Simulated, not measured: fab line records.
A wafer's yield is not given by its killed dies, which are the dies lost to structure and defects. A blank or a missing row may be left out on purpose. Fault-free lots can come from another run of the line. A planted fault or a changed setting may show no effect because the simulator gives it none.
Check of tool commonality :: flow ritCmos :: Sampled: 14 lots, 42 wafers

== REASON FOR OPENING ==
2 of 14 lots carry a flag on the reading NWELL_RS at RIT_WELLDRIVE_RS_MEAS_01. Fault-free wafers read 275.2 ohm/sq, with a standard deviation of 0.64.
Rule: a lot gets a flag if all its wafers with a number sit over 4 standard deviations from that mean, or if no wafer of it has a number. The rest of the lots are taken to be sound.

lot: L686
measured: day 2 05:41
on: filmMetro-02
NWELL_RS (ohm/sq), wafer by wafer: 274.7 275.1 275.1
flag: 

lot: L687
measured: day 2 10:46
on: filmMetro-02
NWELL_RS (ohm/sq), wafer by wafer: 275.1 275.0 275.8
flag: 

lot: L688
measured: day 2 19:41
on: filmMetro-01
NWELL_RS (ohm/sq), wafer by wafer: 276.0 275.2 276.1
flag: 

lot: L689
measured: day 2 19:43
on: filmMetro-02
NWELL_RS (ohm/sq), wafer by wafer: 274.3 274.0 274.9
flag: 

lot: L691
measured: day 3 06:23
on: filmMetro-02
NWELL_RS (ohm/sq), wafer by wafer: 275.3 274.0 274.7
flag: 

lot: L692
measured: day 3 10:52
on: filmMetro-02
NWELL_RS (ohm/sq), wafer by wafer: 273.2 274.2 274.3
flag: 

lot: L699
measured: day 4 20:34
on: filmMetro-02
NWELL_RS (ohm/sq), wafer by wafer: 252.6 252.3 252.6
flag: FLAGGED

lot: L700
measured: day 5 02:51
on: filmMetro-01
NWELL_RS (ohm/sq), wafer by wafer: 274.7 275.1 276.0
flag: 

lot: L702
measured: day 5 12:34
on: filmMetro-04
NWELL_RS (ohm/sq), wafer by wafer: 274.7 274.0 275.6
flag: 

lot: L704
measured: day 5 21:47
on: filmMetro-01
NWELL_RS (ohm/sq), wafer by wafer: 252.6 252.2 252.5
flag: FLAGGED

lot: L705
measured: day 6 02:37
on: filmMetro-01
NWELL_RS (ohm/sq), wafer by wafer: 275.9 275.8 275.3
flag: 

lot: L706
measured: day 6 08:13
on: filmMetro-01
NWELL_RS (ohm/sq), wafer by wafer: 275.7 275.8 276.1
flag: 

lot: L707
measured: day 6 13:13
on: filmMetro-04
NWELL_RS (ohm/sq), wafer by wafer: 276.6 276.3 275.8
flag: 

lot: L708
measured: day 6 18:38
on: filmMetro-04
NWELL_RS (ohm/sq), wafer by wafer: 275.1 275.0 275.6
flag: 
The numbers of the flagged lots are 252.5 ohm/sq on average: -22.7 ohm/sq against the usual, or -36 standard deviations.

== EACH LOT AND THE TOOL IT RAN ON ==
The record keeps 1 process step preceding the reading, out of 202 steps on the route. Read each cell as the tool, then ch plus the chambers that the sampled wafers visited, then the start.
lot: L686
flag: 
RIT_WELLDRIVE_ANNEAL_00: furnace-03 ch 0, day 2 00:34

lot: L687
flag: 
RIT_WELLDRIVE_ANNEAL_00: furnace-03 ch 0, day 2 05:39

lot: L688
flag: 
RIT_WELLDRIVE_ANNEAL_00: furnace-03 ch 0, day 2 14:35

lot: L689
flag: 
RIT_WELLDRIVE_ANNEAL_00: furnace-03 ch 0, day 2 14:35

lot: L691
flag: 
RIT_WELLDRIVE_ANNEAL_00: furnace-03 ch 0, day 3 01:15

lot: L692
flag: 
RIT_WELLDRIVE_ANNEAL_00: furnace-02 ch 0, day 3 05:47

lot: L699
flag: FLAGGED
RIT_WELLDRIVE_ANNEAL_00: furnace-03 ch 0, day 4 15:29

lot: L700
flag: 
RIT_WELLDRIVE_ANNEAL_00: furnace-02 ch 0, day 4 21:45

lot: L702
flag: 
RIT_WELLDRIVE_ANNEAL_00: furnace-01 ch 0, day 5 07:28

lot: L704
flag: FLAGGED
RIT_WELLDRIVE_ANNEAL_00: furnace-03 ch 0, day 5 16:42

lot: L705
flag: 
RIT_WELLDRIVE_ANNEAL_00: furnace-01 ch 0, day 5 21:30

lot: L706
flag: 
RIT_WELLDRIVE_ANNEAL_00: furnace-02 ch 0, day 6 03:08

lot: L707
flag: 
RIT_WELLDRIVE_ANNEAL_00: furnace-01 ch 0, day 6 08:08

lot: L708
flag: 
RIT_WELLDRIVE_ANNEAL_00: furnace-02 ch 0, day 6 13:32
What the steps here do:
- RIT_WELLDRIVE_ANNEAL_00: time 14700 s.
- RIT_WELLDRIVE_RS_MEAS_01: measures by four-point-probe.

== FLAGGED OVER TOTAL, TOOL BY TOOL (the gauges that took the reading come last) ==
step: RIT_WELLDRIVE_ANNEAL_00
tool: furnace-01
lots run: 3
flagged: 0
share of the flagged lots: none
sound lots run after its first flagged lot: -

step: RIT_WELLDRIVE_ANNEAL_00
tool: furnace-02
lots run: 4
flagged: 0
share of the flagged lots: none
sound lots run after its first flagged lot: -

step: RIT_WELLDRIVE_ANNEAL_00
tool: furnace-03
lots run: 7
flagged: 2
share of the flagged lots: all
sound lots run after its first flagged lot: 0

step: RIT_WELLDRIVE_RS_MEAS_01
tool: filmMetro-01
lots run: 5
flagged: 1
share of the flagged lots: some
sound lots run after its first flagged lot: 2 (L705,L706)

step: RIT_WELLDRIVE_RS_MEAS_01
tool: filmMetro-02
lots run: 6
flagged: 1
share of the flagged lots: some
sound lots run after its first flagged lot: 0

step: RIT_WELLDRIVE_RS_MEAS_01
tool: filmMetro-04
lots run: 3
flagged: 0
share of the flagged lots: none
sound lots run after its first flagged lot: -

== WHAT IS ALLOWED BY THE TABLE ==
Rows of the table that ran each flagged lot: 1, that is furnace-03 at RIT_WELLDRIVE_ANNEAL_00.
- furnace-03 at RIT_WELLDRIVE_ANNEAL_00 ran 7 lots, 2 of them flagged. A fault beginning between L691 (day 3 01:15), its last sound lot, and L699 (day 4 15:29), its first flagged one, fits the data. Its own readings (spikeTcCentreC, spikeTcLoadC, spikeTcSourceC, tubeCenterTempC, tube_center_temp_C_max) fall more than 4 standard deviations out on all wafers of the flagged lots.
One tool is left: furnace-03 at RIT_WELLDRIVE_ANNEAL_00.

== WHAT THE SIMULATOR PUT IN ==
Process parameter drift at RIT_WELLDRIVE_ANNEAL_00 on furnace-03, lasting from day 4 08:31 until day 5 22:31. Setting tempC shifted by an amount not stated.
Shown lots that were struck: L699, L704. The rule above found the same.
